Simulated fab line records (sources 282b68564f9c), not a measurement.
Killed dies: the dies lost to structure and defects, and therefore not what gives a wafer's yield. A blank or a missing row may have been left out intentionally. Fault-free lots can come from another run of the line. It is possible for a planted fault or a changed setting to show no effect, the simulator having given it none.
fab line records	flow rit-cmos
[record] lots = 6	wafers = 18	last-day = 7
route steps=202 shown PLDD@118 SPACER@125 NSD@131 PSD@142 SDANNEAL@153 M1@202
lots untouched by any fault: they come from a run of this same line in which no faults occurred
start-h: hours from the record's opening day to when the first of the lot's shown wafers began	wait-h: how many hours have passed since the lot's step before this one	" the same as in the row above	L1.1+2: several wafers, shown together as one row	- no value present, or no start provided	* or withheld: withheld	< > ~ a bound
route shown NAME@n: NAME is a module with steps in the file, n the number in the route of the first one	usual: mean/standard deviation of fault-free wafers	same: alike in all rows	chamber/n: place in a boat	sites: readings site by site	_std_site: how widely they spread, as a standard deviation	_edge_site: the outer-site mean with the inner-site mean subtracted	radius-mm: how far each site lies from the wafer's centre	mask NAME#n: copy n	behind: the last tool/chamber to shape the wafer	hold: why the lot went on hold/how many hours it stayed there/how the hold came to an end	device: whichever transistor did not switch (one of n, p or np)	end of line: at the end of the route, the tests of the same wafers	a step without rows: its recipe alone	killed: the dies lost at the first sort to structure and to defects; this is not the yield of the wafer	map: a wafer's dies, x killed, . not, _ none there
set.NAME: the setting as run; set.NAME@STEP: as run at that earlier step	model.NAME: the simulator's own value behind a step, which no gauge read
lots at selected steps of the route; one table per step, one row per wafer
services: the hour from which a tool's chamber was out of use, counted from the record's first day as start-h (under 0 if before that day), plus the number of hours and why
[[steps]]
[step RIT_PLDD_PEB_04]
[recipe] resist = NOVOLAK	temp-c = withheld	time-s = withheld
[step RIT_PLDD_DEVELOP_05]
[recipe] resist = NOVOLAK	develop-time-s = 50	dev-temp-c = 23
[step RIT_PLDD_OVL_MEAS_06]
[usual] PLDD_OVL = 0.5/1.6
lot.wafer	tool	chamber	start-h	wait-h	PLDD_OVL[nm]
L790.1	overlay-01	-	68.31	-	1.4
L790.3	"	-	"	"	2.9
L790.5	"	-	"	"	0.9
L798.3	overlay-01	-	104.54	-	-1.2
L798.5	"	-	"	"	-0.5
L798.6	"	-	"	"	-0.7
L802.1	overlay-02	-	125.10	-	-0.5
L802.3	"	-	"	"	1.0
L802.6	"	-	"	"	-1.8
L803.1	overlay-02	-	132.82	-	1.4
L803.3	"	-	"	"	-0.6
L803.4	"	-	"	"	1.0
L804.1	overlay-01	-	134.80	-	4.3
L804.2	"	-	"	"	2.1
L804.4	"	-	"	"	3.6
L807.2	overlay-02	-	150.87	-	1.0
L807.4	"	-	"	"	0.9
L807.6	"	-	"	"	-0.7
[step RIT_PLDD_HARDBAKE_07]
[recipe] resist = NOVOLAK	temp-c = 140	time-s = 60
[step RIT_PLDD_IMPLANT_08]
[recipe] species = BF2	energy-kev = 20	dose-cm2 = 9e+14	tilt-deg = 7
[step RIT_PLDD_STRIP_09]
[recipe] chemistry = O2	time-s = 180	resist = NOVOLAK	platen-temp-c = withheld	power-w = 500	pressure-mtorr = 4000	o2-flow-sccm = 4000
[usual] drypump-motor-current-A = 6.18/0.2
lot.wafer	tool	chamber	start-h	wait-h	drypump-motor-current-A	rf-hours-counter-h
L790.1	plasma-asher-04	1	68.65	0.1	6.13	28
L790.3	"	0	"	"	6.03	-
L790.5	"	0	"	"	6.02	-
L798.3	plasma-asher-03	0	104.93	0.1	6.46	-
L798.5	"	1	"	"	6.29	-
L798.6	"	0	"	"	6.50	-
L802.1	plasma-asher-04	1	125.44	0.1	6.14	36
L802.3	"	0	"	"	6.01	-
L802.6	"	0	"	"	6.02	-
L803.1	plasma-asher-03	0	133.16	0.1	6.48	2
L803.3	"	0	"	"	6.48	-
L803.4	"	1	"	"	6.30	-
L804.1	plasma-asher-01	0	135.14	0.1	6.30	50
L804.2	"	1	"	"	5.89	50
L804.4	"	1	"	"	5.90	-
L807.2	plasma-asher-03	1	151.20	0.1	6.29	4
L807.4	"	1	"	"	6.28	-
L807.6	"	1	"	"	6.29	-
[step RIT_PLDD_TW_MEAS_10]
[usual] PLDD_TW = 2358/28
lot.wafer	tool	chamber	start-h	wait-h	PLDD_TW
L790.1	film-metro-01	-	68.82	0.1	2378
L790.3	"	-	"	"	2378
L790.5	"	-	"	"	2382
L798.3	film-metro-01	-	105.06	0.1	2366
L798.5	"	-	"	"	2389
L798.6	"	-	"	"	2372
L802.1	film-metro-02	-	125.61	0.1	2367
L802.3	"	-	"	"	2364
L802.6	"	-	"	"	2362
L803.1	film-metro-01	-	133.33	0.1	2382
L803.3	"	-	"	"	2370
L803.4	"	-	"	"	2376
L804.1	film-metro-01	-	135.31	0.1	2389
L804.2	"	-	"	"	2393
L804.4	"	-	"	"	2376
L807.2	film-metro-01	-	151.39	0.1	2391
L807.4	"	-	"	"	2397
L807.6	"	-	"	"	2391
[step RIT_SPACER_CLEAN_00]
[recipe] chemistry = SC1	mix = 3:3:50	time-s = 600	temp-c = 75
[step RIT_SPACER_CLEAN_01]
[recipe] chemistry = dHF	dilution = 50:1	time-s = 30
[step RIT_SPACER_CLEAN_02]
[recipe] chemistry = SC2	mix = 3:3:50	time-s = 600	temp-c = 75	dry = n2-spin
[step RIT_SPACER_CVD_03]
[recipe] material = Si3N4	target-thk-nm = 250	temp-c = 810	precursor = SiH2Cl2/NH3	time-s = 3300	pressure-mtorr = 300	sih2cl2-flow-sccm = 60	nh3-flow-sccm = 150
[step RIT_SPACER_THK_MEAS_04]
[recipe] reads = Si3N4_of_SPACER_CVD_03
[usual] SPACER_NITRIDE_THK = 249.2/2.5
lot.wafer	tool	chamber	start-h	wait-h	SPACER_NITRIDE_THK[nm]
L790.1	film-metro-01	-	71.17	0.0	246.5
L790.3	"	-	"	"	248.8
L790.5	"	-	"	"	246.3
L798.3	film-metro-04	-	107.42	0.0	249.4
L798.5	"	-	"	"	250.5
L798.6	"	-	"	"	252.0
L802.1	film-metro-03	-	127.96	0.0	248.9
L802.3	"	-	"	"	249.6
L802.6	"	-	"	"	246.9
L803.1	film-metro-01	-	135.71	0.0	249.9
L803.3	"	-	"	"	248.6
L803.4	"	-	"	"	247.0
L804.1	film-metro-04	-	139.25	0.0	248.6
L804.2	"	-	"	"	248.5
L804.4	"	-	"	"	247.8
L807.2	film-metro-01	-	153.80	0.0	250.0
L807.4	"	-	"	"	251.1
L807.6	"	-	"	"	250.6
[step RIT_SPACER_ETCHBACK_05]
[recipe] target-depth-a = 2500	SF6_flow_sccm = 30	CHF3_flow_sccm = 30	target = Si3N4	chemistry = SF6/CHF3	pressure-mtorr = 40	rf-w = 250	time-s = 240	stop-on = SiO2
[usual] CHF3_flow_sccm = 29.99/0.095	drypump-motor-current-A = 5.8/0.47	oes-product-au = 0.843/0.013	throttle-valve-pct = 10.24/0.14
lot.wafer	tool	chamber	start-h	wait-h	CHF3_flow_sccm	drypump-motor-current-A	oes-product-au	rf-hours-counter-h	throttle-valve-pct
L790.1	rie-diel-02	0	71.23	0.1	30.03	5.8	0.837	7	10.28
L790.3	"	3	"	"	29.93	6.0	0.846	136	10.29
L790.5	"	0	"	"	30.01	5.8	0.833	-	10.29
L798.3	rie-diel-02	1	107.46	0.0	29.99	6.5	0.857	133	10.11
L798.5	"	2	"	"	29.89	5.6	0.846	-	10.14
L798.6	"	1	"	"	29.88	6.5	0.855	-	10.14
L802.1	rie-diel-02	0	128.02	0.1	30.11	5.8	0.842	8	10.29
L802.3	"	2	"	"	29.98	5.6	0.848	72	10.15
L802.6	"	3	"	"	30.02	6.0	0.841	-	10.31
L803.1	rie-diel-03	3	135.77	0.1	30.03	6.7	0.858	4	10.34
L803.3	"	1	"	"	30.05	5.5	0.841	35	10.09
L803.4	"	2	"	"	30.09	6.3	0.825	137	10.18
L804.1	rie-diel-02	2	139.31	0.1	29.95	5.6	0.844	73	10.14
L804.2	"	0	"	"	29.91	5.8	0.839	8	10.30
L804.4	"	3	"	"	29.92	5.9	0.839	137	10.30
L807.2	rie-diel-03	0	153.85	0.0	29.93	5.7	0.833	138	10.04
L807.4	"	1	"	"	29.95	5.5	0.852	35	10.09
L807.6	"	1	"	"	30.05	5.5	0.837	-	10.10
[step RIT_NSD_HMDS_00]
[recipe] prime-time-s = 60	prime-temp-c = 140
[step RIT_NSD_COAT_01]
[recipe] resist = NOVOLAK	spin-rpm = 3250	resist-thk-nm = 1000
[step RIT_NSD_SOFTBAKE_02]
[recipe] resist = NOVOLAK	temp-c = 90	time-s = 60
[step RIT_NSD_EXPOSE_03]
[recipe] mask-id = M9	na = 0.57	target-cd-nm = 40700	dose-mj = 250
[step RIT_NSD_PEB_04]
[recipe] resist = NOVOLAK	temp-c = withheld	time-s = withheld
[step RIT_NSD_DEVELOP_05]
[recipe] resist = NOVOLAK	develop-time-s = 50	dev-temp-c = 23
[step RIT_NSD_OVL_MEAS_06]
[usual] NSD_OVL = 1.1/1.3
lot.wafer	tool	chamber	start-h	wait-h	NSD_OVL[nm]
L790.1	overlay-02	-	72.23	-	0.6
L790.3	"	-	"	"	0.6
L790.5	"	-	"	"	1.1
L798.3	overlay-01	-	108.48	-	0.5
L798.5	"	-	"	"	0.1
L798.6	"	-	"	"	1.9
L802.1	overlay-02	-	129.21	-	1.4
L802.3	"	-	"	"	1.9
L802.6	"	-	"	"	3.1
L803.1	overlay-02	-	136.77	-	-0.8
L803.3	"	-	"	"	2.5
L803.4	"	-	"	"	-0.4
L804.1	overlay-02	-	140.43	-	2.1
L804.2	"	-	"	"	-1.4
L804.4	"	-	"	"	0.9
L807.2	overlay-01	-	154.98	-	0.7
L807.4	"	-	"	"	0.9
L807.6	"	-	"	"	0.7
[step RIT_NSD_HARDBAKE_07]
[recipe] resist = NOVOLAK	temp-c = 140	time-s = 60
[step RIT_NSD_IMPLANT_08]
[recipe] species = P	energy-kev = 25	dose-cm2 = 1e+15	tilt-deg = 7
[step RIT_NSD_STRIP_09]
[recipe] chemistry = O2	time-s = 180	resist = NOVOLAK	platen-temp-c = withheld	power-w = 500	pressure-mtorr = 4000	o2-flow-sccm = 4000
[usual] drypump-motor-current-A = 6.0/0.38
lot.wafer	tool	chamber	start-h	wait-h	drypump-motor-current-A	rf-hours-counter-h
L790.1	plasma-asher-02	0	72.56	0.1	5.3	44
L790.3	"	0	"	"	5.3	-
L790.5	"	1	"	"	6.5	-
L798.3	plasma-asher-04	1	108.86	0.1	6.1	-
L798.5	"	0	"	"	6.0	-
L798.6	"	1	"	"	6.1	-
L802.1	plasma-asher-04	0	129.55	0.1	6.0	36
L802.3	"	0	"	"	6.0	-
L802.6	"	1	"	"	6.1	-
L803.1	plasma-asher-04	1	137.11	0.1	6.1	37
L803.3	"	1	"	"	6.1	-
L803.4	"	0	"	"	6.0	-
L804.1	plasma-asher-02	1	140.77	0.1	6.5	52
L804.2	"	0	"	"	5.3	52
L804.4	"	0	"	"	5.3	-
L807.2	plasma-asher-04	1	155.31	0.1	6.1	39
L807.4	"	0	"	"	6.0	-
L807.6	"	0	"	"	6.0	-
[step RIT_NSD_TW_MEAS_10]
[usual] NSD_TW = 3137/40
lot.wafer	tool	chamber	start-h	wait-h	NSD_TW
L790.1	film-metro-02	-	72.74	0.1	3157
L790.3	"	-	"	"	3159
L790.5	"	-	"	"	3183
L798.3	film-metro-01	-	108.99	0.1	3153
L798.5	"	-	"	"	3162
L798.6	"	-	"	"	3152
L802.1	film-metro-02	-	129.72	0.1	3137
L802.3	"	-	"	"	3147
L802.6	"	-	"	"	3157
L803.1	film-metro-01	-	137.28	0.1	3181
L803.3	"	-	"	"	3172
L803.4	"	-	"	"	3159
L804.1	film-metro-02	-	140.94	0.1	3146
L804.2	"	-	"	"	3139
L804.4	"	-	"	"	3150
L807.2	film-metro-03	-	155.50	0.1	3083
L807.4	"	-	"	"	3087
L807.6	"	-	"	"	3085
[step RIT_PSD_HMDS_00]
[recipe] prime-time-s = 60	prime-temp-c = 140
[step RIT_PSD_COAT_01]
[recipe] resist = NOVOLAK	spin-rpm = 3250	resist-thk-nm = 1000
[step RIT_PSD_SOFTBAKE_02]
[recipe] resist = NOVOLAK	temp-c = 90	time-s = 60
[step RIT_PSD_EXPOSE_03]
[recipe] mask-id = M10	na = 0.57	target-cd-nm = 40900	dose-mj = 250
[step RIT_PSD_PEB_04]
[recipe] resist = NOVOLAK	temp-c = withheld	time-s = withheld
[step RIT_PSD_DEVELOP_05]
[recipe] resist = NOVOLAK	develop-time-s = 50	dev-temp-c = 23
[step RIT_PSD_OVL_MEAS_06]
[usual] PSD_OVL = 0.7/1.4
lot.wafer	tool	chamber	start-h	wait-h	PSD_OVL[nm]
L790.1	overlay-02	-	73.76	-	2.0
L790.3	"	-	"	"	2.6
L790.5	"	-	"	"	2.6
L798.3	overlay-01	-	109.90	-	1.0
L798.5	"	-	"	"	0.2
L798.6	"	-	"	"	0.7
L802.1	overlay-01	-	130.76	-	1.1
L802.3	"	-	"	"	1.1
L802.6	"	-	"	"	2.4
L803.1	overlay-01	-	138.19	-	-1.0
L803.3	"	-	"	"	0.0
L803.4	"	-	"	"	-1.6
L804.1	overlay-02	-	141.90	-	1.6
L804.2	"	-	"	"	0.0
L804.4	"	-	"	"	0.2
L807.2	overlay-01	-	156.72	-	0.1
L807.4	"	-	"	"	2.1
L807.6	"	-	"	"	2.1
[step RIT_PSD_HARDBAKE_07]
[recipe] resist = NOVOLAK	temp-c = 140	time-s = 60
[step RIT_PSD_IMPLANT_08]
[recipe] species = BF2	energy-kev = 27	dose-cm2 = 5e+15	tilt-deg = 7
[step RIT_PSD_STRIP_09]
[recipe] chemistry = O2	time-s = 180	resist = NOVOLAK	platen-temp-c = withheld	power-w = 500	pressure-mtorr = 4000	o2-flow-sccm = 4000
[usual] drypump-motor-current-A = 6.0/0.47
lot.wafer	tool	chamber	start-h	wait-h	drypump-motor-current-A	rf-hours-counter-h
L790.1	plasma-asher-01	1	74.09	0.1	5.9	44
L790.3	"	0	"	"	6.3	-
L790.5	"	0	"	"	6.3	-
L798.3	plasma-asher-02	1	110.28	0.1	6.5	-
L798.5	"	0	"	"	5.3	-
L798.6	"	1	"	"	6.5	-
L802.1	plasma-asher-02	1	131.09	0.1	6.5	51
L802.3	"	0	"	"	5.3	-
L802.6	"	0	"	"	5.3	-
L803.1	plasma-asher-02	0	138.53	0.1	5.3	52
L803.3	"	0	"	"	5.3	-
L803.4	"	1	"	"	6.5	-
L804.1	plasma-asher-03	1	142.24	0.1	6.3	3
L804.2	"	0	"	"	6.5	3
L804.4	"	0	"	"	6.5	-
L807.2	plasma-asher-02	1	157.05	0.1	6.5	54
L807.4	"	1	"	"	6.5	-
L807.6	"	1	"	"	6.5	-
[step RIT_PSD_TW_MEAS_10]
[usual] PSD_TW = 3458/37
lot.wafer	tool	chamber	start-h	wait-h	PSD_TW
L790.1	film-metro-01	-	74.27	0.1	3499
L790.3	"	-	"	"	3475
L790.5	"	-	"	"	3470
L798.3	film-metro-02	-	110.42	0.1	3437
L798.5	"	-	"	"	3467
L798.6	"	-	"	"	3460
L802.1	film-metro-01	-	131.27	0.1	3479
L802.3	"	-	"	"	3460
L802.6	"	-	"	"	3467
L803.1	film-metro-01	-	138.70	0.1	3488
L803.3	"	-	"	"	3484
L803.4	"	-	"	"	3488
L804.1	film-metro-02	-	142.42	0.1	3451
L804.2	"	-	"	"	3464
L804.4	"	-	"	"	3452
L807.2	film-metro-01	-	157.23	0.1	3490
L807.4	"	-	"	"	3466
L807.6	"	-	"	"	3475
[step RIT_SDANNEAL_CLEAN_00]
[recipe] chemistry = SC1	mix = 3:3:50	time-s = 600	temp-c = 75
[step RIT_SDANNEAL_CLEAN_01]
[recipe] chemistry = dHF	dilution = 50:1	time-s = 30
[step RIT_SDANNEAL_CLEAN_02]
[recipe] chemistry = SC2	mix = 3:3:50	time-s = 600	temp-c = 75	dry = n2-spin
[step RIT_SDANNEAL_RTA_03]
[recipe] temp-c = 1050	time-s = 5	idle-temp-c = 600	ramp-up-c-per-s = 342	ramp-down-c-per-s = 171	cool-to-c = 600	ambient = N2
[usual] wafer_temp_C_max = 1053.5/1.2
lot.wafer	tool	chamber	start-h	wait-h	wafer_temp_C_max
L790.1	rtp-anneal-02	0	74.69	0.0	1053.1
L790.3	"	0	"	"	1054.2
L790.5	"	0	"	"	1052.2
L798.3	rtp-anneal-02	0	111.19	0.0	1054.4
L798.5	"	0	"	"	1053.7
L798.6	"	0	"	"	1056.7
L802.1	rtp-anneal-02	0	131.72	0.0	1052.9
L802.3	"	0	"	"	1053.3
L802.6	"	0	"	"	1052.9
L803.1	rtp-anneal-01	0	139.48	0.0	1052.0
L803.3	"	0	"	"	1053.9
L803.4	"	0	"	"	1054.3
L804.1	rtp-anneal-02	0	142.95	0.0	1053.4
L804.2	"	0	"	"	1054.4
L804.4	"	0	"	"	1054.4
L807.2	rtp-anneal-01	0	158.07	0.0	1054.7
L807.4	"	0	"	"	1054.3
L807.6	"	0	"	"	1053.9
[step RIT_SDANNEAL_RS_MEAS_04]
[recipe] thk-meas-gauge = four-point-probe
[usual] PSD_RS = 115.8/0.33
lot.wafer	tool	chamber	start-h	wait-h	PSD_RS[ohm/sq]
L790.1	film-metro-01	-	74.75	0.0	116.4
L790.3	"	-	"	"	116.7
L790.5	"	-	"	"	115.9
L798.3	film-metro-02	-	111.27	0.1	116.2
L798.5	"	-	"	"	116.3
L798.6	"	-	"	"	116.6
L802.1	film-metro-03	-	131.77	0.0	115.7
L802.3	"	-	"	"	115.8
L802.6	"	-	"	"	115.6
L803.1	film-metro-02	-	139.54	0.0	115.9
L803.3	"	-	"	"	115.6
L803.4	"	-	"	"	115.7
L804.1	film-metro-02	-	143.01	0.0	116.1
L804.2	"	-	"	"	115.7
L804.4	"	-	"	"	116.0
L807.2	film-metro-03	-	158.14	0.1	115.7
L807.4	"	-	"	"	115.8
L807.6	"	-	"	"	116.0
[step RIT_SDANNEAL_RS_MEAS_05]
[recipe] thk-meas-gauge = four-point-probe
[usual] NSD_RS = 84.54/0.28
lot.wafer	tool	chamber	start-h	wait-h	NSD_RS[ohm/sq]
L790.1	film-metro-01	-	74.87	0.1	84.60
L790.3	"	-	"	"	84.03
L790.5	"	-	"	"	84.48
L798.3	film-metro-02	-	111.39	0.1	84.45
L798.5	"	-	"	"	84.37
L798.6	"	-	"	"	84.59
L802.1	film-metro-03	-	131.89	0.1	84.35
L802.3	"	-	"	"	84.95
L802.6	"	-	"	"	84.63
L803.1	film-metro-02	-	139.66	0.1	84.64
L803.3	"	-	"	"	84.51
L803.4	"	-	"	"	84.71
L804.1	film-metro-02	-	143.13	0.1	84.72
L804.2	"	-	"	"	84.66
L804.4	"	-	"	"	84.91
L807.2	film-metro-03	-	158.26	0.1	84.69
L807.4	"	-	"	"	84.67
L807.6	"	-	"	"	84.51
[step RIT_SDANNEAL_RS_MEAS_06]
[recipe] thk-meas-gauge = four-point-probe
[usual] PLDD_RS = 178.6/0.53
lot.wafer	tool	chamber	start-h	wait-h	PLDD_RS[ohm/sq]
L790.1	film-metro-01	-	74.99	0.1	178.7
L790.3	"	-	"	"	180.0
L790.5	"	-	"	"	179.3
L798.3	film-metro-02	-	111.51	0.1	178.8
L798.5	"	-	"	"	178.9
L798.6	"	-	"	"	179.5
L802.1	film-metro-03	-	132.01	0.1	179.3
L802.3	"	-	"	"	178.9
L802.6	"	-	"	"	179.1
L803.1	film-metro-02	-	139.78	0.1	178.2
L803.3	"	-	"	"	178.6
L803.4	"	-	"	"	178.1
L804.1	film-metro-02	-	143.25	0.1	178.0
L804.2	"	-	"	"	177.7
L804.4	"	-	"	"	178.0
L807.2	film-metro-03	-	158.38	0.1	178.7
L807.4	"	-	"	"	179.0
L807.6	"	-	"	"	178.5
[step RIT_M1_PROBE_99]
[usual] killed-at-contacts = 0.1/0.34	killed-at-front-end = 6.9/2.8	killed-dies = 7.1/2.8	killed-open = 3.4/1.9	killed-short = 3.6/1.7
[same] gross-dies = 264	killed_at_M0_to_M3 = 0	killed_at_M4_up = 0	killed-at-back-side = 0	killed-at-other = 0
lot.wafer	tool	chamber	start-h	wait-h	killed-at-contacts	killed-at-front-end	killed-dies	killed-open	killed-short
L798.3	prober-01	-	118.91	0.2	0	8	8	6	2
L798.5	prober-01	-	119.01	0.2	0	7	7	4	3
L798.6	prober-01	-	119.06	0.2	0	10	10	6	4
L802.1	prober-01	-	139.34	0.1	0	33	33	4	2
L802.3	prober-01	-	139.44	0.2	0	33	33	3	4
L802.6	prober-01	-	139.59	0.2	0	33	33	3	2
L803.1	prober-02	-	147.65	0.1	0	5	5	3	2
L803.3	prober-02	-	147.75	0.2	0	4	4	1	3
L803.4	prober-02	-	147.80	0.2	1	3	4	2	2
L804.1	prober-01	-	150.38	0.1	0	26	26	5	2
L804.2	prober-01	-	150.43	0.1	0	32	32	2	4
L804.4	prober-01	-	150.53	0.2	0	35	35	6	1
L807.2	prober-01	-	165.92	0.1	0	12	12	7	5
L807.4	prober-01	-	166.02	0.2	0	6	6	4	2
L807.6	prober-01	-	166.12	0.2	0	15	15	6	9
// killed by level:class
L798.3 FOX2:geometric-particle:open=2 SILICIDE:geometric-particle:open=2 GATE:geometric-particle:short=1 GATE:geometric-particle:open=1 SPACER:geometric-particle:open=1 SILICIDE:geometric-particle:short=1
L798.5 GATE:geometric-particle:short=2 SILICIDE:geometric-particle:open=2 FOX2:geometric-particle:open=1 GATE:geometric-particle:open=1 SILICIDE:geometric-particle:short=1
L798.6 GATE:geometric-particle:open=2 REOX:geometric-particle:short=2 SILICIDE:geometric-particle:open=2 FOX1:geometric-particle:open=1 FOX2:geometric-particle:short=1 SPACER:geometric-particle:open=1 SPACER:geometric-particle:short=1
L802.1 SPACER:unspecified=27 GATE:geometric-particle:open=4 FOX2:geometric-particle:short=1 GATE:geometric-particle:short=1
L802.3 SPACER:unspecified=26 FOX1:geometric-particle:open=1 FOX1:geometric-particle:short=1 FOX2:geometric-particle:open=1 GATE:geometric-particle:open=1 REOX:geometric-particle:short=1 SPACER:geometric-particle:short=1 SILICIDE:geometric-particle:short=1
L802.6 SPACER:unspecified=28 FOX2:geometric-particle:open=2 FOX1:geometric-particle:open=1 GATE:geometric-particle:short=1 SILICIDE:geometric-particle:short=1
L803.1 FOX1:geometric-particle:short=2 SPACER:geometric-particle:open=2 GATE:geometric-particle:open=1
L803.3 FOX1:geometric-particle:short=1 GATE:geometric-particle:short=1 GATE:geometric-particle:open=1 SILICIDE:geometric-particle:short=1
L803.4 FOX2:geometric-particle:open=1 GATE:geometric-particle:open=1 SILICIDE:geometric-particle:short=1 CONTACT:geometric-particle:short=1
L804.1 SPACER:unspecified=19 GATE:geometric-particle:open=3 SILICIDE:geometric-particle:open=2 FOX2:geometric-particle:short=1 REOX:geometric-particle:short=1
L804.2 SPACER:unspecified=26 GATE:geometric-particle:short=2 FOX1:geometric-particle:open=1 FOX1:geometric-particle:short=1 GATE:geometric-particle:open=1 SILICIDE:geometric-particle:short=1
L804.4 SPACER:unspecified=28 GATE:geometric-particle:open=3 SILICIDE:geometric-particle:open=2 GATE:geometric-particle:short=1 REOX:geometric-particle:open=1
L807.2 GATE:geometric-particle:open=3 FOX1:geometric-particle:short=2 GATE:geometric-particle:short=2 REOX:geometric-particle:open=2 FOX1:geometric-particle:open=1 REOX:geometric-particle:short=1 SILICIDE:geometric-particle:open=1
L807.4 REOX:geometric-particle:open=2 SILICIDE:geometric-particle:short=1 GATE:geometric-particle:short=1 GATE:geometric-particle:open=1 SPACER:geometric-particle:open=1
L807.6 GATE:geometric-particle:short=6 GATE:geometric-particle:open=3 FOX2:geometric-particle:open=2 FOX1:geometric-particle:short=1 FOX1:geometric-particle:open=1 SPACER:geometric-particle:short=1 SILICIDE:geometric-particle:short=1
// map L802.1 (x killed, . not)
________......._______
_____.............____
____.....x.........___
___.x...............__
__............x......_
__..................._
_.....................
_.....x......xxxxx....
_.............xxxx....
_..........xxxxxxxx...
__.........x.xxxxx..._
__......x.....xxxx..._
___............x....__
____...............___
_____.............____
________......._______
// map L804.4 (x killed, . not)
________......._______
_____.............____
____...............___
___...........x.x...__
__..................._
__..x.............x.x_
_...............x.xxxx
_...............xxxxx.
_..............xxxxxxx
_..............x.xxxxx
__............x..xx.._
__..................._
___.................__
____..............x___
_____....x....x...____
________.x....._______
[[services]]
tool	chamber	start-h	hours	kind
plasma-asher-03	-	57.75	28.1	pm
rie-diel-03	-	70.76	10.0	pm
rie-diel-03	0	87.35	15.6	repair
plasma-asher-03	-	105.49	1.6	repair
plasma-asher-03	-	108.75	9.0	pm
plasma-asher-03	0	108.75	9.0	vent-cycle
plasma-asher-03	1	108.75	9.0	vent-cycle
plasma-asher-01	-	111.83	4.1	repair
plasma-asher-03	0	117.75	-	clean
plasma-asher-03	1	117.75	-	clean
rie-diel-02	3	153.56	17.5	repair
[[key]]
[first-sign] step = RIT_M1_PROBE_99	reading = killed-dies	direction = up	sigmas = 9.1	usual = 7.1	struck = 32
[effect] step = RIT_M1_PROBE_99	reading = killed-at-front-end	direction = up	sigmas = 9	usual = 6.9	struck = 32
met-at RIT_SPACER_ETCHBACK_05
struck-wafers L802.1,L802.3,L802.6,L804.1,L804.2,L804.4
tester-left-out L802,L804
onset-between 107.46 128.02
also-fits RIT_SDANNEAL_RTA_03:rtp-anneal-02
[fault] kind = chamber-particle-source	tool = rie-diel-02	chamber = -	onset-h = 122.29	steps = RIT_SPACER_ETCHBACK_05	rate-per-visit-cm2 = 0.44172	end-h = 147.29
// tester-left-out: of these lots the tester's yield and bins aren't shown, on N5 and GAA mostly nor the transistor test; their killed dies are dies lost to structure and defects alone, not to doping, threshold or leakage, so they don't give the yield
